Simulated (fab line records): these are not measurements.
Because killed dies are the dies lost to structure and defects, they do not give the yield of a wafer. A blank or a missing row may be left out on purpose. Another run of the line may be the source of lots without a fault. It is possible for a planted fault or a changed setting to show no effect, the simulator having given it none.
Which of the tools did it? || flow berkeley_cmos170 || 14 lots with 42 wafers sampled at 4 steps, on a route of 331 steps

## WHAT EACH GAUGE READ, for each wafer
No reading from a measuring or inspecting step in the record can be judged against a usual standard deviation.

## EACH LOT AND THE TOOL THAT RAN IT (in order: tool; ch and the chambers of the sampled wafers; start)
{"lot": "L794", "UCB170_PWELL_STRIP_16": "plasma_asher-04 ch 0,1, day 3 01:59", "UCB170_SPACER_CVD_00": "pecvd-04 ch 0,1,2, day 6 04:16", "UCB170_SDANNEAL_RTA_01": "rtp_anneal-01 ch 0, day 6 14:22", "UCB170_M2_SPUTTER_01": "pvd_sputter-03, day 7 06:56"}
{"lot": "L796", "UCB170_PWELL_STRIP_16": "plasma_asher-02 ch 0,1, day 3 11:28", "UCB170_SPACER_CVD_00": "pecvd-01 ch 0,1,2, day 6 18:19", "UCB170_SDANNEAL_RTA_01": "rtp_anneal-02 ch 0, day 7 06:52", "UCB170_M2_SPUTTER_01": "pvd_sputter-04, day 8 03:52"}
{"lot": "L798", "UCB170_PWELL_STRIP_16": "plasma_asher-03 ch 0,1, day 3 19:04", "UCB170_SPACER_CVD_00": "pecvd-02 ch 1,2, day 7 10:28", "UCB170_SDANNEAL_RTA_01": "rtp_anneal-02 ch 0, day 7 20:36", "UCB170_M2_SPUTTER_01": "pvd_sputter-03, day 8 13:29"}
{"lot": "L799", "UCB170_PWELL_STRIP_16": "plasma_asher-02 ch 0,1, day 3 19:10", "UCB170_SPACER_CVD_00": "pecvd-04 ch 0,1,2, day 7 10:28", "UCB170_SDANNEAL_RTA_01": "rtp_anneal-01 ch 0, day 7 20:40", "UCB170_M2_SPUTTER_01": "pvd_sputter-01, day 8 13:03"}
{"lot": "L801", "UCB170_PWELL_STRIP_16": "plasma_asher-02 ch 1, day 4 09:29", "UCB170_SPACER_CVD_00": "pecvd-02 ch 0,1,2, day 7 22:25", "UCB170_SDANNEAL_RTA_01": "rtp_anneal-01 ch 0, day 8 08:22", "UCB170_M2_SPUTTER_01": "pvd_sputter-03, day 8 22:44"}
{"lot": "L800", "UCB170_PWELL_STRIP_16": "plasma_asher-02 ch 1, day 4 09:41", "UCB170_SPACER_CVD_00": "pecvd-04 ch 0,1,2, day 7 22:08", "UCB170_SDANNEAL_RTA_01": "rtp_anneal-01 ch 0, day 8 07:58", "UCB170_M2_SPUTTER_01": "pvd_sputter-04, day 8 22:31"}
{"lot": "L803", "UCB170_PWELL_STRIP_16": "plasma_asher-02 ch 0,1, day 4 16:23", "UCB170_SPACER_CVD_00": "pecvd-02 ch 0,1,2, day 8 06:56", "UCB170_SDANNEAL_RTA_01": "rtp_anneal-01 ch 0, day 8 20:03", "UCB170_M2_SPUTTER_01": "pvd_sputter-01, day 9 12:33"}
{"lot": "L802", "UCB170_PWELL_STRIP_16": "plasma_asher-03 ch 0, day 4 16:40", "UCB170_SPACER_CVD_00": "pecvd-01 ch 0,1, day 8 07:43", "UCB170_SDANNEAL_RTA_01": "rtp_anneal-02 ch 0, day 8 20:36", "UCB170_M2_SPUTTER_01": "pvd_sputter-04, day 9 12:27"}
{"lot": "L804", "UCB170_PWELL_STRIP_16": "plasma_asher-02 ch 0,1, day 4 22:23", "UCB170_SPACER_CVD_00": "pecvd-04 ch 0,1,2, day 9 00:15", "UCB170_SDANNEAL_RTA_01": "rtp_anneal-01 ch 0, day 9 13:15", "UCB170_M2_SPUTTER_01": "pvd_sputter-04, day 10 04:58"}
{"lot": "L805", "UCB170_PWELL_STRIP_16": "plasma_asher-04 ch 0,1, day 5 09:25", "UCB170_SPACER_CVD_00": "pecvd-01 ch 1,2, day 9 01:42", "UCB170_SDANNEAL_RTA_01": "rtp_anneal-01 ch 0, day 9 13:31", "UCB170_M2_SPUTTER_01": "pvd_sputter-01, day 10 04:46"}
{"lot": "L807", "UCB170_PWELL_STRIP_16": "plasma_asher-03 ch 0,1, day 5 15:51", "UCB170_SPACER_CVD_00": "pecvd-02 ch 0,2, day 9 02:28", "UCB170_SDANNEAL_RTA_01": "rtp_anneal-01, day 9 13:41", "UCB170_M2_SPUTTER_01": "-"}
{"lot": "L809", "UCB170_PWELL_STRIP_16": "plasma_asher-02 ch 0,1, day 6 04:43", "UCB170_SPACER_CVD_00": "pecvd-04 ch 0,2, day 9 19:52", "UCB170_SDANNEAL_RTA_01": "rtp_anneal-01, day 10 03:19", "UCB170_M2_SPUTTER_01": "-"}
{"lot": "L814", "UCB170_PWELL_STRIP_16": "plasma_asher-04 ch 0,1, day 7 12:34", "UCB170_SPACER_CVD_00": "pecvd-01 ch 0,1,2, day 10 14:37", "UCB170_SDANNEAL_RTA_01": "rtp_anneal-01 ch 0, day 11 00:37", "UCB170_M2_SPUTTER_01": "pvd_sputter-01, day 11 17:43"}
{"lot": "L817", "UCB170_PWELL_STRIP_16": "plasma_asher-02 ch 0,1, day 8 05:25", "UCB170_SPACER_CVD_00": "pecvd-02 ch 0,1, day 10 23:08", "UCB170_SDANNEAL_RTA_01": "rtp_anneal-02 ch 0, day 11 09:01", "UCB170_M2_SPUTTER_01": "pvd_sputter-03, day 12 02:38"}
- UCB170_PWELL_STRIP_16: strips in O2.
- UCB170_SPACER_CVD_00: deposits SiO2 from TEOS/O2, target thk 376 nm, time 47 s.
- UCB170_SDANNEAL_RTA_01: time 5 s.
- UCB170_M2_SPUTTER_01: material Al, target thk 900 nm, time 120 s.

## AS READ BY THE TOOLS THEMSELVES (means over the sampled wafers that have a number; for cases with no such wafer, the mark the record gives instead)
UCB170_PWELL_STRIP_16. Usual: drypump_motor_current_A 5.7 A, standard deviation 0.4; oes_product_au 0.721 a.u., standard deviation 0.0048; strip_time_to_endpoint_s 18.05 s, standard deviation 0.088.
{"lot": "L794", "tool": "plasma_asher-04", "drypump_motor_current_A (A)": 5.1, "oes_product_au (a.u.)": 0.723, "strip_time_to_endpoint_s (s)": 18.17, "flag": ""}
{"lot": "L796", "tool": "plasma_asher-02", "drypump_motor_current_A (A)": 5.8, "oes_product_au (a.u.)": 0.720, "strip_time_to_endpoint_s (s)": 17.99, "flag": ""}
{"lot": "L798", "tool": "plasma_asher-03", "drypump_motor_current_A (A)": 5.8, "oes_product_au (a.u.)": 0.718, "strip_time_to_endpoint_s (s)": 18.15, "flag": ""}
{"lot": "L799", "tool": "plasma_asher-02", "drypump_motor_current_A (A)": 5.8, "oes_product_au (a.u.)": 0.724, "strip_time_to_endpoint_s (s)": 18.09, "flag": ""}
{"lot": "L801", "tool": "plasma_asher-02", "drypump_motor_current_A (A)": 5.8, "oes_product_au (a.u.)": 0.721, "strip_time_to_endpoint_s (s)": 18.08, "flag": ""}
{"lot": "L800", "tool": "plasma_asher-02", "drypump_motor_current_A (A)": 5.8, "oes_product_au (a.u.)": 0.722, "strip_time_to_endpoint_s (s)": 18.12, "flag": ""}
{"lot": "L803", "tool": "plasma_asher-02", "drypump_motor_current_A (A)": 5.8, "oes_product_au (a.u.)": 0.723, "strip_time_to_endpoint_s (s)": 18.11, "flag": ""}
{"lot": "L802", "tool": "plasma_asher-03", "drypump_motor_current_A (A)": 5.6, "oes_product_au (a.u.)": 0.721, "strip_time_to_endpoint_s (s)": 18.02, "flag": ""}
{"lot": "L804", "tool": "plasma_asher-02", "drypump_motor_current_A (A)": 5.8, "oes_product_au (a.u.)": 0.714, "strip_time_to_endpoint_s (s)": 18.15, "flag": ""}
{"lot": "L805", "tool": "plasma_asher-04", "drypump_motor_current_A (A)": 5.3, "oes_product_au (a.u.)": 0.724, "strip_time_to_endpoint_s (s)": 18.02, "flag": ""}
{"lot": "L807", "tool": "plasma_asher-03", "drypump_motor_current_A (A)": 5.9, "oes_product_au (a.u.)": 0.721, "strip_time_to_endpoint_s (s)": 18.14, "flag": ""}
{"lot": "L809", "tool": "plasma_asher-02", "drypump_motor_current_A (A)": 5.8, "oes_product_au (a.u.)": 0.725, "strip_time_to_endpoint_s (s)": 17.92, "flag": ""}
{"lot": "L814", "tool": "plasma_asher-04", "drypump_motor_current_A (A)": 5.2, "oes_product_au (a.u.)": 0.722, "strip_time_to_endpoint_s (s)": 18.11, "flag": ""}
{"lot": "L817", "tool": "plasma_asher-02", "drypump_motor_current_A (A)": 5.8, "oes_product_au (a.u.)": 0.721, "strip_time_to_endpoint_s (s)": 17.88, "flag": ""}

UCB170_SPACER_CVD_00. Usual: heater_power_w 251 W, standard deviation 48; pressure_mtorr 8997 mTorr, standard deviation 17.
{"lot": "L794", "tool": "pecvd-04", "heater_power_w (W)": 252, "pressure_mtorr (mTorr)": 8974, "flag": ""}
{"lot": "L796", "tool": "pecvd-01", "heater_power_w (W)": 284, "pressure_mtorr (mTorr)": 9003, "flag": ""}
{"lot": "L798", "tool": "pecvd-02", "heater_power_w (W)": 247, "pressure_mtorr (mTorr)": 8983, "flag": ""}
{"lot": "L799", "tool": "pecvd-04", "heater_power_w (W)": 245, "pressure_mtorr (mTorr)": 8977, "flag": ""}
{"lot": "L801", "tool": "pecvd-02", "heater_power_w (W)": 216, "pressure_mtorr (mTorr)": 8998, "flag": ""}
{"lot": "L800", "tool": "pecvd-04", "heater_power_w (W)": 246, "pressure_mtorr (mTorr)": 9004, "flag": ""}
{"lot": "L803", "tool": "pecvd-02", "heater_power_w (W)": 219, "pressure_mtorr (mTorr)": 8991, "flag": ""}
{"lot": "L802", "tool": "pecvd-01", "heater_power_w (W)": 239, "pressure_mtorr (mTorr)": 9000, "flag": ""}
{"lot": "L804", "tool": "pecvd-04", "heater_power_w (W)": 201, "pressure_mtorr (mTorr)": 9013, "flag": ""}
{"lot": "L805", "tool": "pecvd-01", "heater_power_w (W)": 278, "pressure_mtorr (mTorr)": 8994, "flag": ""}
{"lot": "L807", "tool": "pecvd-02", "heater_power_w (W)": 214, "pressure_mtorr (mTorr)": 8988, "flag": ""}
{"lot": "L809", "tool": "pecvd-04", "heater_power_w (W)": 210, "pressure_mtorr (mTorr)": 9005, "flag": ""}
{"lot": "L814", "tool": "pecvd-01", "heater_power_w (W)": 274, "pressure_mtorr (mTorr)": 8991, "flag": ""}
{"lot": "L817", "tool": "pecvd-02", "heater_power_w (W)": 234, "pressure_mtorr (mTorr)": 9006, "flag": ""}

UCB170_SDANNEAL_RTA_01. Usual: anneal_temp_c_max 1054.6, standard deviation 1.2; chamber_o2_ppm 2.001, standard deviation 0.021; lamp_power_pct 36 %, standard deviation 3.1; wafer_temp_C_max 1054.4, standard deviation 0.84.
{"lot": "L794", "tool": "rtp_anneal-01", "anneal_temp_c_max": 1053.9, "chamber_o2_ppm": 1.986, "lamp_power_pct (%)": 34, "wafer_temp_C_max": 1053.9, "flag": ""}
{"lot": "L796", "tool": "rtp_anneal-02", "anneal_temp_c_max": 1055.4, "chamber_o2_ppm": 2.008, "lamp_power_pct (%)": 40, "wafer_temp_C_max": 1054.7, "flag": ""}
{"lot": "L798", "tool": "rtp_anneal-02", "anneal_temp_c_max": 1055.1, "chamber_o2_ppm": 2.008, "lamp_power_pct (%)": 40, "wafer_temp_C_max": 1055.6, "flag": ""}
{"lot": "L799", "tool": "rtp_anneal-01", "anneal_temp_c_max": 1053.6, "chamber_o2_ppm": 1.995, "lamp_power_pct (%)": 34, "wafer_temp_C_max": 1055.0, "flag": ""}
{"lot": "L801", "tool": "rtp_anneal-01", "anneal_temp_c_max": 1053.5, "chamber_o2_ppm": 1.974, "lamp_power_pct (%)": 34, "wafer_temp_C_max": 1054.5, "flag": ""}
{"lot": "L800", "tool": "rtp_anneal-01", "anneal_temp_c_max": 1053.9, "chamber_o2_ppm": 2.015, "lamp_power_pct (%)": 34, "wafer_temp_C_max": 1054.5, "flag": ""}
{"lot": "L803", "tool": "rtp_anneal-01", "anneal_temp_c_max": 1053.7, "chamber_o2_ppm": 2.005, "lamp_power_pct (%)": 34, "wafer_temp_C_max": 1054.5, "flag": ""}
{"lot": "L802", "tool": "rtp_anneal-02", "anneal_temp_c_max": 1055.3, "chamber_o2_ppm": 1.995, "lamp_power_pct (%)": 40, "wafer_temp_C_max": 1054.3, "flag": ""}
{"lot": "L804", "tool": "rtp_anneal-01", "anneal_temp_c_max": 1053.5, "chamber_o2_ppm": 2.008, "lamp_power_pct (%)": 34, "wafer_temp_C_max": 1054.9, "flag": ""}
{"lot": "L805", "tool": "rtp_anneal-01", "anneal_temp_c_max": 1055.0, "chamber_o2_ppm": 1.981, "lamp_power_pct (%)": 34, "wafer_temp_C_max": 1054.3, "flag": ""}
{"lot": "L807", "tool": "rtp_anneal-01", "anneal_temp_c_max": "-", "chamber_o2_ppm": "-", "lamp_power_pct (%)": "-", "wafer_temp_C_max": "-", "flag": "OFF"}
{"lot": "L809", "tool": "rtp_anneal-01", "anneal_temp_c_max": "-", "chamber_o2_ppm": "-", "lamp_power_pct (%)": "-", "wafer_temp_C_max": "-", "flag": "OFF"}
{"lot": "L814", "tool": "rtp_anneal-01", "anneal_temp_c_max": 1053.4, "chamber_o2_ppm": 2.012, "lamp_power_pct (%)": 34, "wafer_temp_C_max": 1055.0, "flag": ""}
{"lot": "L817", "tool": "rtp_anneal-02", "anneal_temp_c_max": 1055.3, "chamber_o2_ppm": 2.007, "lamp_power_pct (%)": 40, "wafer_temp_C_max": 1053.3, "flag": ""}

UCB170_M2_SPUTTER_01. Usual: chamber_pressure_pa 0.5000 Pa, standard deviation 0.00099; throttle_valve_pct 29.8 %, standard deviation 0.75.
{"lot": "L794", "tool": "pvd_sputter-03", "chamber_pressure_pa (Pa)": 0.4999, "throttle_valve_pct (%)": 29.9, "flag": ""}
{"lot": "L796", "tool": "pvd_sputter-04", "chamber_pressure_pa (Pa)": 0.5009, "throttle_valve_pct (%)": 30.3, "flag": ""}
{"lot": "L798", "tool": "pvd_sputter-03", "chamber_pressure_pa (Pa)": 0.4998, "throttle_valve_pct (%)": 29.8, "flag": ""}
{"lot": "L799", "tool": "pvd_sputter-01", "chamber_pressure_pa (Pa)": 0.5007, "throttle_valve_pct (%)": 29.8, "flag": ""}
{"lot": "L801", "tool": "pvd_sputter-03", "chamber_pressure_pa (Pa)": 0.4997, "throttle_valve_pct (%)": 29.4, "flag": ""}
{"lot": "L800", "tool": "pvd_sputter-04", "chamber_pressure_pa (Pa)": 0.5007, "throttle_valve_pct (%)": 29.7, "flag": ""}
{"lot": "L803", "tool": "pvd_sputter-01", "chamber_pressure_pa (Pa)": 0.4998, "throttle_valve_pct (%)": 30.3, "flag": ""}
{"lot": "L802", "tool": "pvd_sputter-04", "chamber_pressure_pa (Pa)": 0.5004, "throttle_valve_pct (%)": 29.9, "flag": ""}
{"lot": "L804", "tool": "pvd_sputter-04", "chamber_pressure_pa (Pa)": 0.5007, "throttle_valve_pct (%)": 29.6, "flag": ""}
{"lot": "L805", "tool": "pvd_sputter-01", "chamber_pressure_pa (Pa)": 0.4991, "throttle_valve_pct (%)": 29.8, "flag": ""}
{"lot": "L814", "tool": "pvd_sputter-01", "chamber_pressure_pa (Pa)": 0.4991, "throttle_valve_pct (%)": 29.6, "flag": ""}
{"lot": "L817", "tool": "pvd_sputter-03", "chamber_pressure_pa (Pa)": 0.5000, "throttle_valve_pct (%)": 30.0, "flag": ""}

## THE ANSWER, worked out from the rows above alone
Rule: a lot is off if the mean of its wafers that have a number lies more than 3 standard deviations from the usual mean. Also off: a lot with no number at a reading for which 4 or more lots have one. The other lots that the step has rows for count as sound. Order of review: gauges by route order, followed by the tools' own readings, for which a lot's mean as printed above is used. At the first step where some lot is off, the reading lying furthest off is the one used; lots without a number count as furthest.
Off: L807, L809, at UCB170_SDANNEAL_RTA_01 (anneal_temp_c_max). Without a number there: L807, L809.
If a tool, at that step or one of the process steps before it, ran each lot that is off and ran no sound lot following the first of them, it fits. Not one of the candidates tried fits.

## WHAT WAS PUT IN BY THE SIMULATOR
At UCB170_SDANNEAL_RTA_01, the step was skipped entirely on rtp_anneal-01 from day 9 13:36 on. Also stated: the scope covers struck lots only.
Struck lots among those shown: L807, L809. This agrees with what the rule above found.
